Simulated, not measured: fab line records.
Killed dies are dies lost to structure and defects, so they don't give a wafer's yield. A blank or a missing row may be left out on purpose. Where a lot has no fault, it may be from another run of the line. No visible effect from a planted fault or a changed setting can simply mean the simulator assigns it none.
Which tool was responsible? | flow berkeley_cmos170 | 14 lots, 42 wafers sampled, at 7 steps of a route of 331

== WHAT THE GAUGES READ, wafer by wafer ==
UCB170_PSD_OVL_MEAS_07. Usual: for PSD_OVL the level is 0 nm and the standard deviation is 6.1.
lot  | measured     | on         | PSD_OVL (nm) | flag
L907 | day 7 17:43  | overlay-02 | 0 -3 1       |
L908 | day 8 07:28  | overlay-02 | -2 1 -3      |
L909 | day 8 07:13  | overlay-01 | -8 -9 -7     |
L911 | day 9 02:28  | overlay-02 | 1 4 5        |
L910 | day 9 02:40  | overlay-02 | -11 -9 -5    |
L915 | day 9 02:56  | overlay-02 | -8 -14 -4    |
L912 | day 9 02:47  | overlay-02 | -3 -1 2      |
L913 | day 9 03:17  | overlay-02 | 7 3 3        |
L917 | day 10 04:44 | overlay-01 | 0 -7 4       |
L920 | day 10 16:27 | overlay-01 | -4 -6 -4     |
L923 | day 11 15:32 | overlay-02 | 3 -2 7       |
L927 | day 12 04:20 | overlay-02 | 3 -2 1       |
L929 | day 12 03:55 | overlay-01 | -12 -9 -5    |
L930 | day 12 12:46 | overlay-01 | -5 -6 -4     |

UCB170_PSD_TW_MEAS_10. Usual: for PSD_TW the level is 2330 and the standard deviation is 17.
lot  | measured     | on            | PSD_TW         | flag
L907 | day 7 18:00  | film_metro-01 | 2306 2315 2304 |
L908 | day 8 07:46  | film_metro-02 | 2309 2305 2299 |
L909 | day 8 07:31  | film_metro-01 | 2328 2324 2341 |
L911 | day 9 02:46  | film_metro-01 | 2336 2327 2326 |
L910 | day 9 02:56  | film_metro-01 | 2323 2336 2333 |
L915 | day 9 03:13  | film_metro-01 | 2313 2332 2326 |
L912 | day 9 03:13  | film_metro-03 | 2351 2335 2339 |
L913 | day 9 03:35  | film_metro-02 | 2322 2332 2324 |
L917 | day 10 05:01 | film_metro-02 | 2313 2306 2297 |
L920 | day 10 16:45 | film_metro-01 | 2310 2320 2331 |
L923 | day 11 15:50 | film_metro-03 | 2484 2467 2470 | OFF
L927 | day 12 04:37 | film_metro-02 | 2454 2449 2459 | OFF
L929 | day 12 04:13 | film_metro-03 | 2342 2346 2339 |
L930 | day 12 13:04 | film_metro-03 | 2326 2349 2349 |

UCB170_SDANNEAL_RS_MEAS_02: measures by four-point-probe. Usual: for PSD_RS the level is 75.63 ohm/sq and the standard deviation is 0.28.
lot  | measured     | on            | PSD_RS (ohm/sq)   | flag
L907 | day 7 21:59  | film_metro-02 | 76.35 76.32 76.44 |
L908 | day 8 13:34  | film_metro-03 | 75.46 75.64 75.91 |
L909 | day 8 13:18  | film_metro-02 | 75.60 75.80 75.80 |
L911 | day 9 05:59  | film_metro-03 | 75.75 75.60 75.83 |
L910 | day 9 06:21  | film_metro-01 | 75.67 75.62 75.63 |
L915 | day 9 07:56  | film_metro-03 | 75.84 75.67 75.84 |
L912 | day 9 07:56  | film_metro-01 | 75.73 75.57 75.74 |
L913 | day 9 08:07  | film_metro-02 | 75.76 75.92 75.69 |
L917 | day 10 09:33 | film_metro-02 | 75.53 75.88 75.44 |
L920 | day 10 23:25 | film_metro-03 | 75.53 75.79 75.40 |
L923 | day 11 19:13 | film_metro-03 | 65.38 65.22 65.69 | OFF
L927 | day 12 11:04 | film_metro-03 | 65.61 65.82 65.94 | OFF
L929 | day 12 10:34 | film_metro-03 | 75.25 75.23 75.30 |
L930 | day 12 16:57 | film_metro-02 | 75.72 75.95 75.45 |

== EACH LOT AND THE TOOL THAT RAN IT (in order: tool; ch and the chambers of the sampled wafers; start) ==
lot  | UCB170_PVT_STRIP_08                  | UCB170_SPACER_CVD_00            | UCB170_PSD_IMPLANT_08           | UCB170_PSD_STRIP_09
L907 | plasma_asher-04 ch 0,1, day 6 14:01  | pecvd-03 ch 1,2, day 7 12:16    | implanter-02 ch 0, day 7 17:46  | plasma_asher-04 ch 0,1, day 7 17:53
L908 | plasma_asher-01 ch 0,1, day 7 05:26  | pecvd-02 ch 0,1,2, day 8 00:16  | implanter-04 ch 0, day 8 07:31  | plasma_asher-02 ch 0,1, day 8 07:39
L909 | plasma_asher-01 ch 1, day 7 05:59    | pecvd-04 ch 1,2, day 7 23:17    | implanter-02 ch 0, day 8 07:16  | plasma_asher-04 ch 0,1, day 8 07:25
L911 | plasma_asher-04 ch 0,1, day 7 15:04  | pecvd-03 ch 0,1,2, day 8 15:50  | implanter-03 ch 0, day 9 02:32  | plasma_asher-01 ch 1, day 9 02:39
L910 | plasma_asher-04 ch 0,1, day 7 15:25  | pecvd-04 ch 1,2, day 8 16:13    | implanter-02 ch 0, day 9 02:41  | plasma_asher-04 ch 0,1, day 9 02:50
L915 | plasma_asher-02 ch 0,1, day 7 23:15  | pecvd-04 ch 0,2, day 8 19:37    | implanter-02 ch 0, day 9 02:58  | plasma_asher-02 ch 0,1, day 9 03:07
L912 | plasma_asher-04 ch 0,1, day 7 23:31  | pecvd-04 ch 0,1,2, day 8 20:43  | implanter-04 ch 0, day 9 02:49  | plasma_asher-04 ch 0,1, day 9 03:07
L913 | plasma_asher-02 ch 0,1, day 7 23:58  | pecvd-03 ch 1,2, day 8 20:04    | implanter-02 ch 0, day 9 03:20  | plasma_asher-02 ch 0,1, day 9 03:29
L917 | plasma_asher-02 ch 0,1, day 9 00:35  | pecvd-04 ch 0,1,2, day 9 20:38  | implanter-02 ch 0, day 10 04:46 | plasma_asher-01 ch 0,1, day 10 04:55
L920 | plasma_asher-02 ch 0,1, day 9 12:37  | pecvd-03 ch 0,1, day 10 09:59   | implanter-02 ch 0, day 10 16:32 | plasma_asher-02 ch 0,1, day 10 16:40
L923 | plasma_asher-01 ch 0,1, day 10 11:28 | pecvd-02 ch 0,1, day 11 06:48   | implanter-02 ch 0, day 11 15:35 | plasma_asher-04 ch 0,1, day 11 15:43
L927 | plasma_asher-04 ch 0,1, day 11 01:13 | pecvd-02 ch 1,2, day 11 20:33   | implanter-02 ch 0, day 12 04:23 | plasma_asher-02 ch 0,1, day 12 04:31
L929 | plasma_asher-02 ch 0,1, day 11 01:20 | pecvd-03 ch 0,1,2, day 11 20:44 | implanter-04 ch 0, day 12 03:58 | plasma_asher-01 ch 0,1, day 12 04:06
L930 | plasma_asher-01 ch 0,1, day 11 09:26 | pecvd-03 ch 0,2, day 12 07:26   | implanter-03 ch 0, day 12 12:49 | plasma_asher-02 ch 0,1, day 12 12:58
- UCB170_PVT_STRIP_08: strips in O2.
- UCB170_SPACER_CVD_00: deposits SiO2 from TEOS/O2, target thk 376 nm, time 47 s.
- UCB170_PSD_IMPLANT_08
- UCB170_PSD_STRIP_09: strips in O2.

== WHAT THE TOOLS THEMSELVES READ (means of the sampled wafers that have a number; where no wafer has one, the mark that the record gives instead) ==
UCB170_PVT_STRIP_08. Usual: drypump_motor_current_A 5.7 A, standard deviation 0.31; o2_flow_sccm 399.9 sccm, standard deviation 1.3; oes_product_au 0.734 a.u., standard deviation 0.0044; strip_time_to_endpoint_s 21.64 s, standard deviation 0.065.
lot  | tool            | drypump_motor_current_A (A) | o2_flow_sccm (sccm) | oes_product_au (a.u.) | strip_time_to_endpoint_s (s) | flag
L907 | plasma_asher-04 | 5.8                         | 401.5               | 0.734                 | 21.66                        |
L908 | plasma_asher-01 | 6.0                         | 400.4               | 0.734                 | 21.56                        |
L909 | plasma_asher-01 | 6.0                         | 399.0               | 0.736                 | 21.69                        |
L911 | plasma_asher-04 | 5.7                         | 399.9               | 0.739                 | 21.69                        |
L910 | plasma_asher-04 | 5.7                         | 398.9               | 0.735                 | 21.58                        |
L915 | plasma_asher-02 | 5.2                         | 399.7               | 0.732                 | 21.66                        |
L912 | plasma_asher-04 | 5.7                         | 400.8               | 0.732                 | 21.62                        |
L913 | plasma_asher-02 | 5.4                         | 400.9               | 0.729                 | 21.60                        |
L917 | plasma_asher-02 | 5.4                         | 400.7               | 0.736                 | 21.52                        |
L920 | plasma_asher-02 | 5.4                         | 399.6               | 0.734                 | 21.67                        |
L923 | plasma_asher-01 | 6.0                         | 400.6               | 0.737                 | 21.63                        |
L927 | plasma_asher-04 | 5.9                         | 398.7               | 0.731                 | 21.65                        |
L929 | plasma_asher-02 | 5.3                         | 400.1               | 0.738                 | 21.62                        |
L930 | plasma_asher-01 | 6.0                         | 400.0               | 0.731                 | 21.73                        |

UCB170_SPACER_CVD_00. Usual: 261 W for heater_power_w, sd 50.
lot  | tool     | heater_power_w (W) | flag
L907 | pecvd-03 | 273                |
L908 | pecvd-02 | 216                |
L909 | pecvd-04 | 236                |
L911 | pecvd-03 | 282                |
L910 | pecvd-04 | 239                |
L915 | pecvd-04 | 283                |
L912 | pecvd-04 | 242                |
L913 | pecvd-03 | 228                |
L917 | pecvd-04 | 261                |
L920 | pecvd-03 | 311                |
L923 | pecvd-02 | 240                |
L927 | pecvd-02 | 191                |
L929 | pecvd-03 | 267                |
L930 | pecvd-03 | 276                |

UCB170_PSD_IMPLANT_08. Usual: beam_energy_keV 20.000, standard deviation 0.0063; beam_on_s 10.03 s, standard deviation 0.19; dose_ions_cm2 3.0002e+15, standard deviation 2.5e+12; faraday_current_uA 9226, standard deviation 170.
lot  | tool         | beam_energy_keV | beam_on_s (s) | dose_ions_cm2 | faraday_current_uA | flag
L907 | implanter-02 | 20.000          | 10.08         | 2.9974e+15    | 9182               |
L908 | implanter-04 | 19.998          | 10.25         | 3.0010e+15    | 9034               |
L909 | implanter-02 | 20.002          | 9.97          | 3.0019e+15    | 9270               |
L911 | implanter-03 | 20.006          | 10.07         | 3.0007e+15    | 9176               |
L910 | implanter-02 | 20.002          | 10.08         | 3.0023e+15    | 9148               |
L915 | implanter-02 | 20.003          | 9.99          | 2.9990e+15    | 9282               |
L912 | implanter-04 | 19.999          | 9.92          | 3.0009e+15    | 9318               |
L913 | implanter-02 | 20.005          | 10.14         | 2.9985e+15    | 9133               |
L917 | implanter-02 | 20.004          | 10.00         | 3.0042e+15    | 9263               |
L920 | implanter-02 | 20.001          | 9.95          | 2.9995e+15    | 9261               |
L923 | implanter-02 | 19.999          | 9.91          | 3.5975e+15    | 11137              | OFF
L927 | implanter-02 | 20.002          | 10.19         | 3.6000e+15    | 10862              | OFF
L929 | implanter-04 | 20.008          | 10.18         | 2.9984e+15    | 9100               |
L930 | implanter-03 | 20.004          | 10.21         | 3.0037e+15    | 9039               |

UCB170_PSD_STRIP_09. Usual: drypump_motor_current_A 5.7 A, standard deviation 0.3; o2_flow_sccm 399.8 sccm, standard deviation 1.2; oes_product_au 0.599 a.u., standard deviation 0.0043; strip_time_to_endpoint_s 29.41 s, standard deviation 0.09.
lot  | tool            | drypump_motor_current_A (A) | o2_flow_sccm (sccm) | oes_product_au (a.u.) | strip_time_to_endpoint_s (s) | flag
L907 | plasma_asher-04 | 5.7                         | 400.1               | 0.600                 | 29.20                        |
L908 | plasma_asher-02 | 5.4                         | 400.0               | 0.594                 | 29.31                        |
L909 | plasma_asher-04 | 5.9                         | 400.9               | 0.594                 | 29.32                        |
L911 | plasma_asher-01 | 6.0                         | 399.3               | 0.601                 | 29.42                        |
L910 | plasma_asher-04 | 5.9                         | 401.3               | 0.600                 | 29.36                        |
L915 | plasma_asher-02 | 5.4                         | 399.6               | 0.601                 | 29.39                        |
L912 | plasma_asher-04 | 5.7                         | 398.7               | 0.604                 | 29.23                        |
L913 | plasma_asher-02 | 5.3                         | 400.5               | 0.602                 | 29.39                        |
L917 | plasma_asher-01 | 6.0                         | 400.1               | 0.599                 | 29.34                        |
L920 | plasma_asher-02 | 5.2                         | 399.4               | 0.599                 | 29.45                        |
L923 | plasma_asher-04 | 5.9                         | 399.3               | 0.572                 | 31.62                        | OFF
L927 | plasma_asher-02 | 5.4                         | 401.0               | 0.576                 | 31.53                        | OFF
L929 | plasma_asher-01 | 6.0                         | 399.6               | 0.598                 | 29.43                        |
L930 | plasma_asher-02 | 5.4                         | 401.4               | 0.596                 | 29.42                        |

== THE ANSWER, worked out from the rows above alone ==
Rule: a lot is off if the mean of its wafers that have a number lies more than 3 standard deviations from the usual mean. Also off: a lot with no number at a reading for which 4 or more lots have one. Any other lot the step has rows for is counted as sound. Order of review: gauges by route order, followed by the tools' own readings, for which a lot's mean as printed above is used. The first step at which some lot is off is used, and at that step the reading that is off furthest; a lot without a number counts as furthest.
Off: at UCB170_PSD_TW_MEAS_10 (PSD_TW), L923, L927.
If a tool, at a process step before that reading, ran all the lots that are off and no sound lot after the first of them, it fits. The gauges at UCB170_PSD_TW_MEAS_10 aren't tried: what is off there is off at UCB170_PSD_IMPLANT_08 too, on other tools, and a gauge's error can't cause that. This does not decide it: 2 tools fit, namely pecvd-02 at UCB170_SPACER_CVD_00 and implanter-02 at UCB170_PSD_IMPLANT_08.

== WHAT THE SIMULATOR HAD INSERTED ==
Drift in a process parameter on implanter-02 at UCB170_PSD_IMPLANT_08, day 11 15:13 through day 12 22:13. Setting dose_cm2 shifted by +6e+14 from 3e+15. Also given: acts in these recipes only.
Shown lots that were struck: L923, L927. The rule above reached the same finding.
